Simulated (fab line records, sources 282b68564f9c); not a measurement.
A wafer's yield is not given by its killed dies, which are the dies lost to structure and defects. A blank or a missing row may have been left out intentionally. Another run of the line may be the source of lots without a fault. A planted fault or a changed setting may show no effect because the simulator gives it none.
fab line records	flow rit-cmos
record lots=11	wafers=33	last-day=7
route steps=202 shown NRETRO@62 PRETRO@73 GATE@95 SPACER@130 M1@202
lots that met no fault: from a run of the same line without faults
start-h: the number of hours between the record's first day and the start of the first shown wafer of the lot	wait-h: hours since the lot's step before	" as in the row above	L1.1+2: several wafers, shown together as one row	- no value, or no start was given	* or withheld: withheld	< > ~ a bound
route shown NAME@n: a module of which the file shows steps, and the number in the route of the first	usual: mean/standard deviation taken from wafers without a fault	same: alike in all rows	chamber/n: place in a boat	sites: the reading at each site	_std_site: their standard deviation	_edge_site: inner sites' mean taken away from outer sites' mean	radius-mm: for every site, how far away it sits from the centre of the wafer	mask NAME#n: copy n	behind: tool/chamber where the wafer was last shaped	hold: the reason the lot was held/the length of the hold in hours/how it ended	device: names the non-switching transistor (n, p or np)	end of line: the tests these same wafers got at the end of their route	a step given without rows: its recipe and nothing more	killed: the dies lost at the first sort to structure and to defects; this is not the yield of the wafer	map: the dies of a wafer, with x for killed, . for not killed, _ for no die there
set.NAME: the run value of the setting; set.NAME@STEP: its run value at that earlier step	model.NAME: the simulator's own value behind a step, which no gauge read
one table for each step of the route and one row for each wafer, over a sample of lots
services: when a tool's chamber went out of use (start-h, in hours from the record's first day, below 0 if earlier), for how many hours, and the reason
## steps
# step RIT_NRETRO_STRIP_09
# recipe chemistry=O2	time-s=180	resist=NOVOLAK	platen-temp-c=withheld	power-w=500	pressure-mtorr=4000	o2-flow-sccm=4000
# usual drypump-motor-current-A=5.4/0.36
# same time-s=180
lot.wafer	tool	chamber	start-h	wait-h	drypump-motor-current-A	rf-hours-counter-h
L151.2	plasma-asher-01	0	32.79	0.1	5.8	24
L151.5	"	0	"	"	5.7	-
L151.6	"	1	"	"	5.4	-
L152.1	plasma-asher-02	0	40.17	0.1	5.3	37
L152.4	"	1	"	"	6.0	-
L152.6	"	1	"	"	6.0	-
L153.2	plasma-asher-03	1	41.57	0.1	5.4	38
L153.5	"	0	"	"	4.8	-
L153.6	"	1	"	"	5.4	-
L154.2	plasma-asher-03	0	50.74	0.1	4.8	40
L154.3	"	0	"	"	4.8	-
L154.6	"	1	"	"	5.3	-
L155.1	plasma-asher-03	1	55.61	0.1	5.4	40
L155.2	"	0	"	"	4.8	40
L155.6	"	1	"	"	5.4	-
L156.2	plasma-asher-03	1	61.31	0.1	5.4	41
L156.4	"	1	"	"	5.4	-
L156.6	"	0	"	"	4.8	-
L157.1	plasma-asher-01	0	61.43	0.1	5.8	27
L157.4	"	0	"	"	5.7	-
L157.6	"	0	"	"	5.7	-
L158.1	plasma-asher-01	1	66.88	0.1	5.3	27
L158.4	"	1	"	"	5.4	-
L158.6	"	0	"	"	5.7	-
L159.1	plasma-asher-01	0	72.56	0.1	5.7	28
L159.2	"	1	"	"	5.4	28
L159.3	"	0	"	"	5.7	-
L164.2	plasma-asher-01	1	97.29	0.1	5.4	30
L164.3	"	0	"	"	5.7	-
L164.4	"	1	"	"	5.4	-
L172.2	plasma-asher-01	0	136.78	0.1	5.7	35
L172.4	"	0	"	"	5.7	-
L172.6	"	0	"	"	5.8	-
# step RIT_PRETRO_STRIP_09
# recipe chemistry=O2	time-s=180	resist=NOVOLAK	platen-temp-c=withheld	power-w=500	pressure-mtorr=4000	o2-flow-sccm=4000
# usual drypump-motor-current-A=5.5/0.47
# same time-s=180
lot.wafer	tool	chamber	start-h	wait-h	drypump-motor-current-A	rf-hours-counter-h
L151.2	plasma-asher-04	1	34.47	0.1	5.7	40
L151.5	"	1	"	"	5.7	-
L151.6	"	0	"	"	6.3	-
L152.1	plasma-asher-01	0	41.87	0.1	5.8	25
L152.4	"	1	"	"	5.3	-
L152.6	"	0	"	"	5.8	-
L153.2	plasma-asher-03	0	43.12	0.1	4.8	39
L153.5	"	1	"	"	5.3	-
L153.6	"	0	"	"	4.8	-
L154.2	plasma-asher-01	0	52.49	0.1	5.8	26
L154.3	"	1	"	"	5.3	-
L154.6	"	0	"	"	5.7	-
L155.1	plasma-asher-03	1	57.16	0.1	5.3	40
L155.2	"	0	"	"	4.8	40
L155.6	"	1	"	"	5.4	-
L156.2	plasma-asher-03	0	62.86	0.1	4.8	41
L156.4	"	0	"	"	4.8	-
L156.6	"	0	"	"	4.8	-
L157.1	plasma-asher-04	0	63.11	0.1	6.4	43
L157.4	"	0	"	"	6.3	-
L157.6	"	1	"	"	5.7	-
L158.1	plasma-asher-01	1	68.78	0.1	5.3	27
L158.4	"	0	"	"	5.7	-
L158.6	"	0	"	"	5.7	-
L159.1	plasma-asher-01	0	74.24	0.1	5.7	28
L159.2	"	1	"	"	5.4	28
L159.3	"	0	"	"	5.7	-
L164.2	plasma-asher-03	1	98.84	0.1	5.4	45
L164.3	"	0	"	"	4.8	-
L164.4	"	1	"	"	5.4	-
L172.2	plasma-asher-01	1	138.45	0.1	5.4	35
L172.4	"	1	"	"	5.3	-
L172.6	"	1	"	"	5.3	-
# step RIT_GATE_ETCH_19
# recipe chemistry=SF6/CHF3/O2	time-s=165	SF6_flow_sccm=30	CHF3_flow_sccm=30	O2_flow_sccm=5	target=poly-Si	pressure-mtorr=40	rf-w=160	target-depth-a=3125	over-etch-frac=0.25	stop-on=SiO2
# usual drypump-motor-current-A=5.6/0.63	oes-product-au=0.845/0.014	throttle-valve-pct=10.27/0.13
# same over-etch-frac=0.25	time-s=165
lot.wafer	tool	chamber	start-h	wait-h	drypump-motor-current-A	oes-product-au	rf-hours-counter-h	throttle-valve-pct
L151.2	rie-si-01	3	44.67	0.1	6.6	0.851	44	10.05
L151.5	"	0	"	"	5.0	0.825	-	10.37
L151.6	"	3	"	"	6.6	0.859	-	10.04
L152.1	rie-si-02	2	48.45	0.1	5.6	0.865	1	10.21
L152.4	"	0	"	"	4.8	0.857	111	10.49
L152.6	"	0	"	"	4.9	0.861	-	10.48
L153.2	rie-si-01	0	48.60	0.1	4.9	0.829	66	10.36
L153.5	"	2	"	"	4.9	0.859	-	10.20
L153.6	"	1	"	"	6.1	0.836	-	10.21
L154.2	rie-si-02	1	58.42	0.1	5.8	0.849	121	10.32
L154.3	"	2	"	"	5.7	0.859	1	10.22
L154.6	"	3	"	"	6.0	0.844	-	10.32
L155.1	rie-si-01	2	63.28	0.1	4.9	0.866	127	10.19
L155.2	"	3	"	"	6.6	0.848	44	10.06
L155.6	"	3	"	"	6.6	0.849	-	10.05
L156.2	rie-si-02	0	68.34	0.1	4.8	0.867	112	10.49
L156.4	"	0	"	"	4.8	0.860	-	10.48
L156.6	"	3	"	"	6.0	0.836	-	10.34
L157.1	rie-si-01	3	70.75	0.1	6.6	0.852	45	10.07
L157.4	"	2	"	"	4.9	0.885	127	10.19
L157.6	"	3	"	"	6.6	0.857	-	10.04
L158.1	rie-si-02	1	76.92	0.1	5.8	0.841	121	10.32
L158.4	"	1	"	"	5.8	0.848	-	10.33
L158.6	"	0	"	"	4.8	0.873	-	10.48
L159.1	rie-si-01	1	80.85	0.1	6.1	0.840	44	10.21
L159.2	"	2	"	"	4.9	0.857	127	10.20
L159.3	"	3	"	"	6.6	0.834	45	10.05
L164.2	rie-si-02	0	105.23	0.1	4.8	0.862	112	10.47
L164.3	"	2	"	"	5.7	0.848	1	10.20
L164.4	"	1	"	"	5.8	0.836	121	10.32
L172.2	rie-si-02	2	146.06	0.1	5.7	0.850	2	10.21
L172.4	"	0	"	"	4.8	0.848	113	10.50
L172.6	"	3	"	"	6.0	0.823	-	10.34
# step RIT_SPACER_ETCHBACK_05
# recipe target-depth-a=2500	SF6_flow_sccm=30	CHF3_flow_sccm=30	target=Si3N4	chemistry=SF6/CHF3	pressure-mtorr=40	rf-w=250	time-s=240	stop-on=SiO2
# usual drypump-motor-current-A=5.9/0.38	oes-product-au=0.844/0.013	throttle-valve-pct=10.23/0.15
# same time-s=240
lot.wafer	tool	chamber	start-h	wait-h	drypump-motor-current-A	oes-product-au	rf-hours-counter-h	throttle-valve-pct
L151.2	rie-diel-02	1	56.44	0.0	5.3	0.851	11	10.31
L151.5	"	2	"	"	5.3	0.821	-	10.23
L151.6	"	3	"	"	5.8	0.849	-	10.40
L152.1	rie-diel-03	2	58.36	0.1	5.6	0.866	1	9.96
L152.4	"	0	"	"	5.6	0.848	69	10.13
L152.6	"	0	"	"	5.6	0.841	-	10.14
L153.2	rie-diel-04	0	58.36	0.0	6.1	0.817	37	10.34
L153.5	"	2	"	"	6.2	0.829	-	10.13
L153.6	"	1	"	"	6.4	0.834	-	10.25
L154.2	rie-diel-02	3	67.64	0.0	5.8	0.866	100	10.41
L154.3	"	1	"	"	5.3	0.857	12	10.32
L154.6	"	3	"	"	5.9	0.868	-	10.39
L155.1	rie-diel-04	1	73.27	0.1	6.3	0.854	128	10.24
L155.2	"	2	"	"	6.2	0.848	127	10.12
L155.6	"	3	"	"	5.4	0.849	-	10.31
L156.2	rie-diel-04	3	77.56	0.0	5.4	0.855	42	10.29
L156.4	"	1	"	"	6.3	0.848	128	10.24
L156.6	"	3	"	"	5.3	0.839	-	10.29
L157.1	rie-diel-03	3	81.43	0.1	6.5	0.835	7	10.11
L157.4	"	1	"	"	5.9	0.844	3	10.28
L157.6	"	3	"	"	6.5	0.834	-	10.10
L158.1	rie-diel-02	1	86.77	0.1	5.3	0.861	12	10.32
L158.4	"	2	"	"	5.3	0.838	109	10.25
L158.6	"	3	"	"	5.9	0.864	-	10.41
L159.1	rie-diel-02	1	92.19	0.1	5.3	0.864	12	10.32
L159.2	"	2	"	"	5.3	0.833	109	10.25
L159.3	"	0	"	"	6.1	0.831	161	10.52
L164.2	rie-diel-03	3	115.30	0.0	6.5	0.738	8	10.05
L164.3	"	1	"	"	5.9	0.859	4	10.30
L164.4	"	2	"	"	5.7	0.852	1	9.95
L172.2	rie-diel-04	1	156.06	0.0	6.3	0.845	129	10.24
L172.4	"	3	"	"	5.4	0.841	44	10.30
L172.6	"	0	"	"	6.1	0.819	-	10.35
# step RIT_M1_PROBE_99
# usual killed-at-contacts=0.1/0.31	killed-at-front-end=6.3/2.7	killed-dies=6.4/2.7	killed-on-rim=1.7/1.4	killed-open=3.3/2	killed-short=3/1.8
# same gross-dies=264	killed_at_M0_to_M3=0	killed_at_M4_up=0	killed-at-back-side=0	killed-at-other=0
lot.wafer	tool	chamber	start-h	wait-h	killed-at-contacts	killed-at-front-end	killed-dies	killed-on-rim	killed-open	killed-short
L151.2	prober-01	-	67.85	0.1	0	4	4	2	1	3
L151.5	prober-01	-	68.00	0.2	0	6	6	2	2	4
L151.6	prober-01	-	68.05	0.2	0	6	6	1	3	3
L153.2	prober-02	-	69.38	0.1	0	8	8	2	3	5
L153.5	prober-02	-	69.53	0.2	0	8	8	6	4	4
L153.6	prober-02	-	69.58	0.2	0	7	7	1	3	4
L152.1	prober-01	-	70.83	0.1	0	2	2	0	2	0
L152.4	prober-01	-	70.98	0.2	0	5	5	1	1	4
L152.6	prober-01	-	71.08	0.2	0	6	6	1	2	4
L154.2	prober-02	-	78.96	0.1	0	6	6	0	3	3
L154.3	prober-02	-	79.01	0.2	0	8	8	3	4	4
L154.6	prober-02	-	79.16	0.2	0	5	5	2	3	2
L155.1	prober-01	-	84.12	0.1	0	4	4	2	3	1
L155.2	prober-01	-	84.17	0.1	0	4	4	1	3	1
L155.6	prober-01	-	84.37	0.2	0	5	5	0	2	3
L156.2	prober-02	-	89.48	0.1	0	2	2	0	1	1
L156.4	prober-02	-	89.58	0.2	0	3	3	0	0	3
L156.6	prober-02	-	89.68	0.2	0	4	4	0	3	1
L157.1	prober-01	-	92.48	0.1	0	8	8	2	4	4
L157.4	prober-01	-	92.63	0.2	0	4	4	1	3	1
L157.6	prober-01	-	92.73	0.2	0	3	3	0	0	3
L158.1	prober-02	-	97.99	0.1	0	9	9	4	4	5
L158.4	prober-02	-	98.14	0.2	0	8	8	2	6	2
L158.6	prober-02	-	98.24	0.2	0	11	11	2	7	4
L159.1	prober-01	-	103.87	0.1	0	4	4	1	2	2
L159.2	prober-01	-	103.92	0.1	0	8	8	2	6	2
L159.3	prober-01	-	103.97	0.2	0	6	6	2	5	1
L164.2	prober-01	-	126.51	0.1	1	263	264	70	3	4
L164.3	prober-01	-	126.56	0.2	1	7	8	1	3	5
L164.4	prober-01	-	126.61	0.2	0	7	7	3	4	3
L172.2	prober-01	-	167.22	0.1	1	8	9	3	2	7
L172.4	prober-01	-	167.32	0.2	0	7	7	3	4	3
L172.6	prober-01	-	167.42	0.2	0	5	5	0	2	3
# killed by level:class
L151.2 FOX1:geometric-particle:short=1 GATE:geometric-particle:short=1 REOX:geometric-particle:open=1 SILICIDE:geometric-particle:short=1
L151.5 ACTIVE:geometric-particle:short=1 FOX1:geometric-particle:short=1 REOX:geometric-particle:open=1 SPACER:geometric-particle:short=1 SPACER:geometric-particle:open=1 SILICIDE:geometric-particle:short=1
L151.6 GATE:geometric-particle:open=2 SILICIDE:geometric-particle:short=2 FOX1:geometric-particle:open=1 FOX1:geometric-particle:short=1
L153.2 FOX2:geometric-particle:short=2 REOX:geometric-particle:short=2 ACTIVE:geometric-particle:open=1 GATE:geometric-particle:open=1 GATE:geometric-particle:short=1 SILICIDE:geometric-particle:open=1
L153.5 FOX1:geometric-particle:short=2 SPACER:geometric-particle:open=2 FOX2:geometric-particle:open=1 FOX2:geometric-particle:short=1 REOX:geometric-particle:open=1 SILICIDE:geometric-particle:short=1
L153.6 GATE:geometric-particle:short=2 SILICIDE:geometric-particle:open=2 REOX:geometric-particle:short=1 REOX:geometric-particle:open=1 SPACER:geometric-particle:short=1
L152.1 FOX1:geometric-particle:open=1 SPACER:geometric-particle:open=1
L152.4 GATE:geometric-particle:short=2 FOX1:geometric-particle:short=1 REOX:geometric-particle:open=1 SILICIDE:geometric-particle:short=1
L152.6 GATE:geometric-particle:short=2 FOX1:geometric-particle:short=1 REOX:geometric-particle:short=1 REOX:geometric-particle:open=1 SPACER:geometric-particle:open=1
L154.2 SPACER:geometric-particle:short=2 GATE:geometric-particle:open=1 REOX:geometric-particle:open=1 SPACER:geometric-particle:open=1 SILICIDE:geometric-particle:short=1
L154.3 FOX2:geometric-particle:short=2 GATE:geometric-particle:open=2 ACTIVE:geometric-particle:open=1 FOX1:geometric-particle:short=1 GATE:geometric-particle:short=1 REOX:geometric-particle:open=1
L154.6 GATE:geometric-particle:short=2 FOX1:geometric-particle:open=1 GATE:geometric-particle:open=1 SILICIDE:geometric-particle:open=1
L155.1 FOX1:geometric-particle:open=1 GATE:geometric-particle:short=1 REOX:geometric-particle:open=1 SILICIDE:geometric-particle:open=1
L155.2 GATE:geometric-particle:open=2 FOX1:geometric-particle:open=1 REOX:geometric-particle:short=1
L155.6 GATE:geometric-particle:short=2 GATE:geometric-particle:open=1 SPACER:geometric-particle:short=1 SPACER:geometric-particle:open=1
L156.2 GATE:geometric-particle:short=1 REOX:geometric-particle:open=1
L156.4 GATE:geometric-particle:short=1 REOX:geometric-particle:short=1 SPACER:geometric-particle:short=1
L156.6 FOX2:geometric-particle:open=1 GATE:geometric-particle:open=1 SPACER:geometric-particle:short=1 SPACER:geometric-particle:open=1
L157.1 FOX1:geometric-particle:open=2 GATE:geometric-particle:short=2 FOX1:geometric-particle:short=1 FOX2:geometric-particle:open=1 GATE:geometric-particle:open=1 REOX:geometric-particle:short=1
L157.4 FOX1:geometric-particle:open=1 REOX:geometric-particle:short=1 REOX:geometric-particle:open=1 SPACER:geometric-particle:open=1
L157.6 FOX1:geometric-particle:short=1 GATE:geometric-particle:short=1 REOX:geometric-particle:short=1
L158.1 GATE:geometric-particle:short=2 GATE:geometric-particle:open=2 SILICIDE:geometric-particle:short=2 FOX1:geometric-particle:open=1 REOX:geometric-particle:open=1 SPACER:geometric-particle:short=1
L158.4 GATE:geometric-particle:open=2 GATE:geometric-particle:short=2 FOX1:geometric-particle:open=1 REOX:geometric-particle:open=1 SPACER:geometric-particle:open=1 SILICIDE:geometric-particle:open=1
L158.6 GATE:geometric-particle:open=5 SPACER:geometric-particle:short=2 FOX2:geometric-particle:open=1 GATE:geometric-particle:short=1 REOX:geometric-particle:short=1 REOX:geometric-particle:open=1
L159.1 GATE:geometric-particle:open=1 GATE:geometric-particle:short=1 REOX:geometric-particle:open=1 SILICIDE:geometric-particle:short=1
L159.2 FOX1:geometric-particle:open=2 GATE:geometric-particle:open=2 FOX1:geometric-particle:short=1 FOX2:geometric-particle:open=1 REOX:geometric-particle:open=1 REOX:geometric-particle:short=1
L159.3 GATE:geometric-particle:open=3 FOX1:geometric-particle:open=1 SPACER:geometric-particle:short=1 SILICIDE:geometric-particle:open=1
L164.2 SPACER:area-etchback=257 REOX:geometric-particle:open=2 FOX2:geometric-particle:short=1 GATE:geometric-particle:open=1 GATE:geometric-particle:short=1 SPACER:geometric-particle:short=1 CONTACT:geometric-particle:short=1
L164.3 GATE:geometric-particle:short=4 GATE:geometric-particle:open=2 FOX1:geometric-particle:open=1 CONTACT:geometric-particle:short=1
L164.4 GATE:geometric-particle:open=2 FOX1:geometric-particle:short=1 REOX:geometric-particle:open=1 REOX:geometric-particle:short=1 SPACER:geometric-particle:open=1 SPACER:geometric-particle:short=1
L172.2 FOX1:geometric-particle:short=2 SILICIDE:geometric-particle:short=2 FOX2:geometric-particle:short=1 GATE:geometric-particle:open=1 GATE:geometric-particle:short=1 SILICIDE:geometric-particle:open=1 CONTACT:geometric-particle:short=1
L172.4 FOX1:geometric-particle:open=2 SILICIDE:geometric-particle:short=2 GATE:geometric-particle:short=1 REOX:geometric-particle:open=1 SPACER:geometric-particle:open=1
L172.6 FOX1:geometric-particle:open=1 GATE:geometric-particle:short=1 SPACER:geometric-particle:open=1 SPACER:geometric-particle:short=1 SILICIDE:geometric-particle:short=1
## services
tool	chamber	start-h	hours	kind
plasma-asher-02	-	11.82	2.8	pm
plasma-asher-01	-	12.92	11.9	repair
rie-diel-03	2	30.35	3.8	repair
rie-diel-04	1	41.89	14.5	repair
rie-si-01	0	63.26	6.8	repair
rie-si-02	2	64.25	13.1	repair
plasma-asher-04	-	68.49	0.4	repair
rie-diel-04	-	79.32	1.1	repair
rie-diel-02	3	92.04	2.6	repair
rie-diel-02	0	98.03	-	clean
rie-diel-02	0	98.03	22.5	scheduled-down
rie-diel-02	0	98.03	22.5	vent-cycle
rie-si-02	3	108.70	10.5	repair
plasma-asher-02	-	108.75	9.0	pm
plasma-asher-02	0	108.75	9.0	vent-cycle
plasma-asher-02	1	108.75	9.0	vent-cycle
rie-diel-03	3	115.72	6.7	repair
plasma-asher-02	0	117.75	-	clean
plasma-asher-02	1	117.75	-	clean
rie-si-01	0	129.65	5.6	repair
plasma-asher-04	-	144.55	14.6	pm
plasma-asher-03	-	153.05	2.8	pm
## key
first-sign step=RIT_SPACER_ETCHBACK_05	reading=oes-product-au	direction=down	sigmas=8.2	usual=0.844	struck=0.738
effect step=RIT_M1_PROBE_99	reading=killed-dies	direction=up	sigmas=96	usual=6.4	struck=264
more-kills-born-at RIT_SPACER_ETCHBACK_05@rie-diel-03=257
met-at RIT_SPACER_ETCHBACK_05
struck-lots L164
struck-wafers L164.2
later-rows-left-out L164.2
tester-left-out L164
not-acting-at RIT_NRETRO_STRIP_09,RIT_PRETRO_STRIP_09,RIT_GATE_ETCH_19
onset-between 81.43 115.30
fault kind=process-parameter-drift	tool=rie-diel-03	chamber=3	onset-h=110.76	steps=RIT_SPACER_ETCHBACK_05	channel=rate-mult	offset=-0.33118	shape=step	end-h=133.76
# tester-left-out: of these lots the tester's yield and bins aren't shown, on N5 and GAA mostly nor the transistor test; their killed dies are dies lost to structure and defects alone, not to doping, threshold or leakage, so they don't give the yield
# later-rows-left-out: the simulator's readings of these wafers behind a module that went badly wrong aren't trusted and aren't shown, but for the sort
